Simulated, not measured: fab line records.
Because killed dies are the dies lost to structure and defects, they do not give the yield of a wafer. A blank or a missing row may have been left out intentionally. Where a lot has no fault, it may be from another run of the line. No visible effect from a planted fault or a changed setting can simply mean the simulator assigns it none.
Struck lot and sound lot, side by side    flow rit_cmos    18 out of 202 route steps
Sound: wafers L238.1, L238.5, L238.6. The struck wafers were L239.2, L239.3, L239.6. Last of all comes the cause.
Order at every step that has rows: each side's tool, ch and its chambers, its first start. Under that, the readings that differ: sound wafers    struck wafers    difference of the means    sigmas: that difference in standard deviations of wafers without a fault.
alike: a reading whose means differ by less than 2 such deviations, as well as words and numbers matching on both sides. not compared: withheld readings; readings where some wafer has no value; bounds like >300 that might hide an equal value; numbers whose values overlap and for which the record gives no deviation.
A row with sigmas, a row that says differs or no value, or rows on one side alone: a step with any of these is where the two part. Numbers that don't overlap but have no deviation are shown without sigmas and don't part them. A reading missing from all wafers of one side parts the sides only when that side holds two or more wafers.

first, 4 steps without rows for these wafers: RIT_NSD_SOFTBAKE_02 (time 60 s); RIT_NSD_EXPOSE_03 (exposes mask M9, target cd 40700 nm); RIT_NSD_PEB_04; RIT_NSD_DEVELOP_05 (develop time 50 s).
RIT_NSD_OVL_MEAS_06:
  sound: overlay-02 at day 5 17:52; struck: overlay-01 at day 5 20:59
  alike: NSD_OVL
then, 2 steps without rows for these wafers: RIT_NSD_HARDBAKE_07 (time 60 s); RIT_NSD_IMPLANT_08.
RIT_NSD_STRIP_09: strips in O2, time 180 s.
  sound on plasma_asher-03 ch 0,1, day 5 18:13; struck on plasma_asher-03 ch 0, day 5 21:19
  alike: drypump_motor_current_A, o2_flow_sccm
  not compared: rf_hours_counter_h
RIT_NSD_TW_MEAS_10:
  sound: film_metro-02 at day 5 18:23; struck: film_metro-01 at day 5 21:30
reading  sound           struck          difference  sigmas
NSD_TW   3125 3132 3155  3021 3031 3033  -109        -2
then, 3 steps without rows for these wafers: RIT_PSD_HMDS_00 (prime time 60 s); RIT_PSD_COAT_01 (resist thk 1000 nm); RIT_PSD_SOFTBAKE_02 (time 60 s).
RIT_PSD_EXPOSE_03: exposes mask M10, target cd 40900 nm.
  sound on iline_stepper-02 ch 0, day 5 19:01; struck on iline_stepper-01 ch 0, day 5 22:14
reading                      sound                       struck             difference  sigmas
model.PSD.overlay_x_nm (nm)  -0.03811 -0.03811 -0.03811  130.1 130.1 130.1  +130.1      
  alike: mask
then, 2 steps without rows for these wafers: RIT_PSD_PEB_04; RIT_PSD_DEVELOP_05 (develop time 50 s).
RIT_PSD_OVL_MEAS_06:
  sound: overlay-01 at day 5 19:25; struck: overlay-02 at day 5 22:39
reading       sound         struck             difference  sigmas
PSD_OVL (nm)  -0.2 0.1 0.2  128.7 130.9 129.9  +129.8      +99 or more
then, 1 step without rows for these wafers: RIT_PSD_HARDBAKE_07 (time 60 s).
RIT_M1_PROBE_99:
  sound: prober-02 at day 6 03:49; struck: prober-01 at day 6 07:22
reading                                                  sound                 struck                difference  sigmas
model.etest.select_edge_diode_p.leak_log10_a (angstrom)  -10.38 -10.44 -10.49  -9.895 -9.769 -9.676  +0.657      
  alike: killed_at_contacts, killed_at_front_end, killed_dies, killed_open, killed_short

WHERE THEY PART
Earliest at RIT_NSD_TW_MEAS_10; latest, in this record, at RIT_PSD_OVL_MEAS_06. Later steps at which nothing parts them and some readings are alike: RIT_M1_PROBE_99.

WHY: whatever the simulator had introduced
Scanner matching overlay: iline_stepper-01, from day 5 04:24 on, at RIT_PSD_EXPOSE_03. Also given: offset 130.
